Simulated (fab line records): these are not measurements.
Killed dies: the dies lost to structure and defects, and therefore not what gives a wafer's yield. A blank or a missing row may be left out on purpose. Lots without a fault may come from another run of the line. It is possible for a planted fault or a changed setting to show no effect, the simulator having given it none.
The tool behind it: which one? || flow berkeley cmos170 || 6 lots, 18 wafers sampled, at 5 steps of a route of 331

== WHAT THE GAUGES READ, wafer by wafer ==
UCB170_M3_BOW_MEAS_20.
{"lot": "L837", "measured": "day 8 08:26", "on": "film metro-02", "M3_BOW (um)": "51 36 50"}
{"lot": "L838", "measured": "day 8 09:41", "on": "film metro-03", "M3_BOW (um)": "35 28 30"}
{"lot": "L840", "measured": "day 9 01:47", "on": "film metro-03", "M3_BOW (um)": "53 45 34"}
{"lot": "L848", "measured": "day 10 20:13", "on": "film metro-02", "M3_BOW (um)": "37 40 35"}
{"lot": "L850", "measured": "day 11 11:18", "on": "film metro-01", "M3_BOW (um)": "22 40 28"}
{"lot": "L855", "measured": "day 11 11:22", "on": "film metro-03", "M3_BOW (um)": "41 37 44"}

== WHICH TOOL RAN EACH LOT (tool, then ch and the chambers of the sampled wafers, then the start) ==
{"lot": "L837", "UCB170_PWELL_ETCH_14": "rie diel-01 ch 0,1,2, day 3 06:33", "UCB170_PWELL_STRIP_16": "plasma asher-03 ch 1, day 3 06:48", "UCB170_PVT_STRIP_08": "plasma asher-03 ch 0,1, day 5 23:38", "UCB170_M2_STRIP_07": "plasma asher-03 ch 0,1, day 7 22:01"}
{"lot": "L838", "UCB170_PWELL_ETCH_14": "rie diel-01 ch 1,2,3, day 3 18:05", "UCB170_PWELL_STRIP_16": "plasma asher-03 ch 0,1, day 3 18:20", "UCB170_PVT_STRIP_08": "plasma asher-04 ch 0,1, day 6 11:20", "UCB170_M2_STRIP_07": "plasma asher-01 ch 0,1, day 8 01:28"}
{"lot": "L840", "UCB170_PWELL_ETCH_14": "rie diel-04 ch 1,2, day 4 05:58", "UCB170_PWELL_STRIP_16": "plasma asher-03 ch 0,1, day 4 06:13", "UCB170_PVT_STRIP_08": "plasma asher-01 ch 0,1, day 6 19:41", "UCB170_M2_STRIP_07": "plasma asher-02 ch 0,1, day 8 16:29"}
{"lot": "L848", "UCB170_PWELL_ETCH_14": "rie diel-02 ch 1,2,3, day 5 16:53", "UCB170_PWELL_STRIP_16": "plasma asher-04 ch 0,1, day 5 17:08", "UCB170_PVT_STRIP_08": "plasma asher-01 ch 0,1, day 8 07:33", "UCB170_M2_STRIP_07": "plasma asher-03 ch 0,1, day 10 11:11"}
{"lot": "L850", "UCB170_PWELL_ETCH_14": "rie diel-02 ch 0,3, day 6 11:02", "UCB170_PWELL_STRIP_16": "plasma asher-01 ch 0,1, day 6 11:17", "UCB170_PVT_STRIP_08": "plasma asher-03 ch 0,1, day 9 02:07", "UCB170_M2_STRIP_07": "plasma asher-03 ch 0,1, day 10 22:44"}
{"lot": "L855", "UCB170_PWELL_ETCH_14": "rie diel-02 ch 2,3, day 6 23:58", "UCB170_PWELL_STRIP_16": "plasma asher-04 ch 0,1, day 7 00:14", "UCB170_PVT_STRIP_08": "plasma asher-01 ch 1, day 9 07:40", "UCB170_M2_STRIP_07": "plasma asher-02 ch 0,1, day 11 00:49"}
- UCB170_PWELL_ETCH_14: etches Si3N4 in CH3F/Ar/O2, stops on SiO2, target depth 242 nm, time 151 s.
- UCB170_PWELL_STRIP_16: strips in O2.
- UCB170_PVT_STRIP_08: strips in O2.
- UCB170_M2_STRIP_07: strips in O2.

== THE ANSWER, worked out from the rows above alone ==
Rule: the lots themselves supply what counts as usual. Put in order of their means at a reading, lots are off if they are a third of the lots or fewer, leave a main group of 4 or more, and stand apart from it by a gap of 3 or more times the standard deviation of the main group's means; of several such gaps the widest counts. A main group whose means are all the same, to the digits that the tables above print for the reading, isn't used. A lot without any number at a reading at which 4 lots or more have one is off too. All remaining lots with rows at the step are treated as sound.
Across all readings shown, no lot is off: no conclusion can be drawn from this.

== WHAT THE SIMULATOR HAD PUT IN ==
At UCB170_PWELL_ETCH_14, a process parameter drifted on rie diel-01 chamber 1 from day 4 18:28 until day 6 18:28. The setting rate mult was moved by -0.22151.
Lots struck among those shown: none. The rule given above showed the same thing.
